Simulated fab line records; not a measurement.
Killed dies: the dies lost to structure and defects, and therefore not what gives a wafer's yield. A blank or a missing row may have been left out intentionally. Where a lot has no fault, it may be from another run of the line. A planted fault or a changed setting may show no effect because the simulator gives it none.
Matching of chambers || flow berkeleyCmos170 || wetBench-01 running UCB170_GATE_WET_ETCH_00: 4 sister chambers
The step etches SiO2 in dHF, time 200 s. 8 wafers are shown with their chamber, then 11 later ones without.

== WAFERS, EACH WITH ITS CHAMBER ==
{"wafer": "L555.4", "chamber": 3, "bathHeatDutyPct (%)": 5.6, "runLengthS (s)": 226.8}
{"wafer": "L555.6", "chamber": 3, "bathHeatDutyPct (%)": 5.6, "runLengthS (s)": 226.8}
{"wafer": "L556.5", "chamber": 2, "bathHeatDutyPct (%)": 5.3, "runLengthS (s)": 227.1}
{"wafer": "L556.6", "chamber": 2, "bathHeatDutyPct (%)": 6.0, "runLengthS (s)": 227.1}
{"wafer": "L557.4", "chamber": 0, "bathHeatDutyPct (%)": 5.3, "runLengthS (s)": 226.6}
{"wafer": "L568.2", "chamber": 1, "bathHeatDutyPct (%)": 8.4, "runLengthS (s)": 227.6}
{"wafer": "L568.4", "chamber": 1, "bathHeatDutyPct (%)": 7.9, "runLengthS (s)": 227.6}
{"wafer": "L569.1", "chamber": 0, "bathHeatDutyPct (%)": 4.9, "runLengthS (s)": 228.1}

== WAFERS WHOSE CHAMBER IS MISSING ==
{"wafer": "L569.2", "bathHeatDutyPct (%)": 4.7, "runLengthS (s)": 228.1}
{"wafer": "L569.5", "bathHeatDutyPct (%)": 5.5, "runLengthS (s)": 228.1}
{"wafer": "L570.1", "bathHeatDutyPct (%)": 4.0, "runLengthS (s)": 227.2}
{"wafer": "L570.2", "bathHeatDutyPct (%)": 4.9, "runLengthS (s)": 227.2}
{"wafer": "L570.3", "bathHeatDutyPct (%)": 5.5, "runLengthS (s)": 227.2}
{"wafer": "L571.4", "bathHeatDutyPct (%)": 5.9, "runLengthS (s)": 227.6}
{"wafer": "L571.5", "bathHeatDutyPct (%)": 5.6, "runLengthS (s)": 227.6}
{"wafer": "L571.6", "bathHeatDutyPct (%)": 6.7, "runLengthS (s)": 227.6}
{"wafer": "L572.2", "bathHeatDutyPct (%)": 6.3, "runLengthS (s)": 226.6}
{"wafer": "L572.4", "bathHeatDutyPct (%)": 6.2, "runLengthS (s)": 226.6}
{"wafer": "L572.6", "bathHeatDutyPct (%)": 6.3, "runLengthS (s)": 226.6}

== CHAMBER TAKEN BY EACH ==
{"wafer": "L569.2", "from the rows above": "can't be placed: 0 or 2 or 3", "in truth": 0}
{"wafer": "L569.5", "from the rows above": "can't be placed: 0 or 2 or 3", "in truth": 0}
{"wafer": "L570.1", "from the rows above": "can't be placed: 0 or 3 or 2", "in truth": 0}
{"wafer": "L570.2", "from the rows above": "can't be placed: 0 or 3 or 2", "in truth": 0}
{"wafer": "L570.3", "from the rows above": "can't be placed: 2 or 3 or 0", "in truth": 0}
{"wafer": "L571.4", "from the rows above": "can't be placed: 2 or 3 or 0", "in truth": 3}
{"wafer": "L571.5", "from the rows above": "can't be placed: 2 or 3 or 0", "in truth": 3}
{"wafer": "L571.6", "from the rows above": "can't be placed: 2 or 3 or 1 or 0", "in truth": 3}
{"wafer": "L572.2", "from the rows above": "can't be placed: 3 or 2 or 0", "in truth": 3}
{"wafer": "L572.4", "from the rows above": "can't be placed: 3 or 2 or 0", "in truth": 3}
{"wafer": "L572.6", "from the rows above": "can't be placed: 3 or 2 or 0", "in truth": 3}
0 of 11 placed correctly. Cannot be placed on the basis of these rows: 11; the candidates contain the true chamber in 11. Number placed wrongly: 0.
How it was worked out, from the rows above alone: a wafer's distance from a chamber is the root of the sum, over the readings, of the square of ((its reading less the chamber's mean) divided by the reading's scatter). The wafer belongs to the nearest chamber; if the next one is less than 2 further off, it can't be placed. Each chamber's mean is taken over the wafers shown for it. The scatter: the root of (the sum of the squares of (reading less its chamber's mean) over the shown wafers, divided by (wafers less chambers)).
